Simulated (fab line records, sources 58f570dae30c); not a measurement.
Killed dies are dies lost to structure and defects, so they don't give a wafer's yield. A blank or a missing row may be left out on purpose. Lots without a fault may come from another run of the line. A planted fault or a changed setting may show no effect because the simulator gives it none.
Which tool did it? | flow berkeley_cmos170 | 14 lots, 42 wafers sampled, at 4 steps of a route of 331

WHAT THE GAUGES READ, wafer by wafer
UCB170_SCREENOX_THK_MEAS_02. Usual: SCREENOX_OXIDE_THK 14.34 nm, standard deviation 0.26.
lot  | measured     | on            | SCREENOX_OXIDE_THK (nm) | flag
L315 | day 5 04:34  | film_metro-03 | 14.29 14.39 14.19       |
L317 | day 5 07:59  | film_metro-03 | 14.80 14.51 14.56       |
L316 | day 5 07:59  | film_metro-01 | 14.77 14.58 14.55       |
L320 | day 5 15:40  | film_metro-03 | 14.22 14.34 14.37       |
L321 | day 6 04:32  | film_metro-02 | 14.92 14.77 14.76       |
L322 | day 6 19:26  | film_metro-02 | 14.24 14.07 14.21       |
L327 | day 7 03:05  | film_metro-01 | 14.53 14.44 14.38       |
L325 | day 7 03:07  | film_metro-02 | 14.40 14.27 14.33       |
L330 | day 8 02:00  | film_metro-01 | 14.58 14.46 14.38       |
L331 | day 8 16:44  | film_metro-03 | 13.65 13.48 13.77       |
L332 | day 9 00:10  | film_metro-01 | 14.40 14.65 14.33       |
L335 | day 9 03:52  | film_metro-01 | 14.51 14.47 14.35       |
L336 | day 10 00:02 | film_metro-01 | 14.42 14.00 14.28       |
L338 | day 10 05:17 | film_metro-02 | 14.41 14.39 14.60       |

UCB170_FIELD_THK_MEAS_91. Usual: FIELD_OXIDE_LEFT_2_THK 356 nm, standard deviation 13.
lot  | measured     | on            | FIELD_OXIDE_LEFT_2_THK (nm) | flag
L315 | day 5 12:01  | film_metro-01 | 350 342 349                 |
L317 | day 5 15:28  | film_metro-02 | 342 342 348                 |
L316 | day 5 16:05  | film_metro-04 | 361 364 364                 |
L320 | day 5 23:13  | film_metro-02 | 367 363 368                 |
L321 | day 6 15:36  | film_metro-01 | 380 377 377                 |
L322 | day 7 02:22  | film_metro-01 | 383 388 378                 |
L327 | day 7 12:08  | film_metro-01 | 345 354 357                 |
L325 | day 7 12:11  | film_metro-04 | 341 347 348                 |
L330 | day 8 08:51  | film_metro-04 | 355 354 345                 |
L331 | day 8 22:22  | film_metro-04 | 348 357 347                 |
L332 | day 9 07:12  | film_metro-02 | 350 356 365                 |
L335 | day 9 12:42  | film_metro-02 | 354 338 350                 |
L336 | day 10 09:12 | film_metro-01 | 370 362 359                 |
L338 | day 10 16:29 | film_metro-02 | 349 340 353                 |

UCB170_NLDD_TW_MEAS_11. Usual: NLDD_TW 2226, standard deviation 8.6.
lot  | measured     | on            | NLDD_TW        | flag
L315 | day 6 02:38  | film_metro-03 | 2231 2226 2226 |
L317 | day 6 05:37  | film_metro-02 | 2235 2221 2219 |
L316 | day 6 05:54  | film_metro-01 | 2224 2234 2237 |
L320 | day 6 17:29  | film_metro-01 | 2219 2226 2224 |
L321 | day 7 09:56  | film_metro-01 | 2221 2219 2223 |
L322 | day 7 18:56  | film_metro-03 | 2233 2238 2224 |
L327 | day 8 05:10  | film_metro-01 | 2221 2224 2227 |
L325 | day 8 05:35  | film_metro-02 | 2211 2221 2211 |
L330 | day 9 02:00  | film_metro-03 | 2226 2235 2230 |
L335 | day 10 04:05 | film_metro-02 | 2230 2237 2237 |
L336 | day 11 03:33 | film_metro-02 | 2204 2227 2214 |
L338 | day 11 10:11 | film_metro-01 | 2238 2227 2234 |

WHICH TOOL RAN EACH LOT (tool, then ch and the chambers of the sampled wafers, then the start)
lot  | UCB170_GATE_EXPOSE_09
L315 | krf_scanner-01 ch 0, day 5 22:05
L317 | krf_scanner-01 ch 0, day 6 00:17
L316 | krf_scanner-02 ch 0, day 6 00:33
L320 | krf_scanner-02 ch 0, day 6 12:20
L321 | krf_scanner-02 ch 0, day 7 04:39
L322 | krf_scanner-01 ch 0, day 7 11:56
L327 | krf_scanner-02 ch 0, day 7 23:09
L325 | krf_scanner-02 ch 0, day 7 23:44
L330 | krf_scanner-01 ch 0, day 8 21:18
L331 | krf_scanner-01, day 9 09:45
L332 | krf_scanner-01, day 9 18:01
L335 | krf_scanner-02 ch 0, day 9 23:35
L336 | krf_scanner-01 ch 0, day 10 23:04
L338 | krf_scanner-02 ch 0, day 11 05:10
- UCB170_GATE_EXPOSE_09: exposes mask POLY, target cd 350 nm.

WHAT THE TOOLS THEMSELVES READ (means of the sampled wafers that have a number; where no wafer has one, the mark that the record gives instead)
UCB170_GATE_EXPOSE_09. Usual: exposure_dose_mJ_cm2 20.987, standard deviation 0.021; focus_offset_nm 0.0 nm, standard deviation 0.44.
lot  | tool           | exposure_dose_mJ_cm2 | focus_offset_nm (nm) | flag
L315 | krf_scanner-01 | 20.993               | 0.3                  |
L317 | krf_scanner-01 | 20.985               | -0.0                 |
L316 | krf_scanner-02 | 21.002               | 0.5                  |
L320 | krf_scanner-02 | 20.997               | 0.1                  |
L321 | krf_scanner-02 | 20.983               | -0.1                 |
L322 | krf_scanner-01 | 20.981               | -0.1                 |
L327 | krf_scanner-02 | 20.988               | 0.1                  |
L325 | krf_scanner-02 | 20.981               | 0.1                  |
L330 | krf_scanner-01 | 21.015               | 0.4                  |
L331 | krf_scanner-01 | -                    | -                    | OFF
L332 | krf_scanner-01 | -                    | -                    | OFF
L335 | krf_scanner-02 | 20.984               | 0.2                  |
L336 | krf_scanner-01 | 21.001               | -0.3                 |
L338 | krf_scanner-02 | 21.002               | 0.3                  |

THE ANSWER, worked out from the rows above alone
Rule: a lot is off if the mean of its wafers that have a number lies more than 3 standard deviations from the usual mean. A lot without any number at a reading at which 4 lots or more have one is off too. The other lots that the step has rows for count as sound. The gauges are gone through in route order, then the tools' own readings, and for those a lot's mean is taken as printed above. The first step at which some lot is off is used, and at that step the reading that is off furthest; a lot without a number counts as furthest.
Off: L331, L332, at UCB170_GATE_EXPOSE_09 (exposure_dose_mJ_cm2). Without a number there: L331, L332.
A tool fits if, at that step or a process step before it, it ran every lot that is off, and no sound lot after the first of them. None of those tried fits.

WHAT THE SIMULATOR HAD PUT IN
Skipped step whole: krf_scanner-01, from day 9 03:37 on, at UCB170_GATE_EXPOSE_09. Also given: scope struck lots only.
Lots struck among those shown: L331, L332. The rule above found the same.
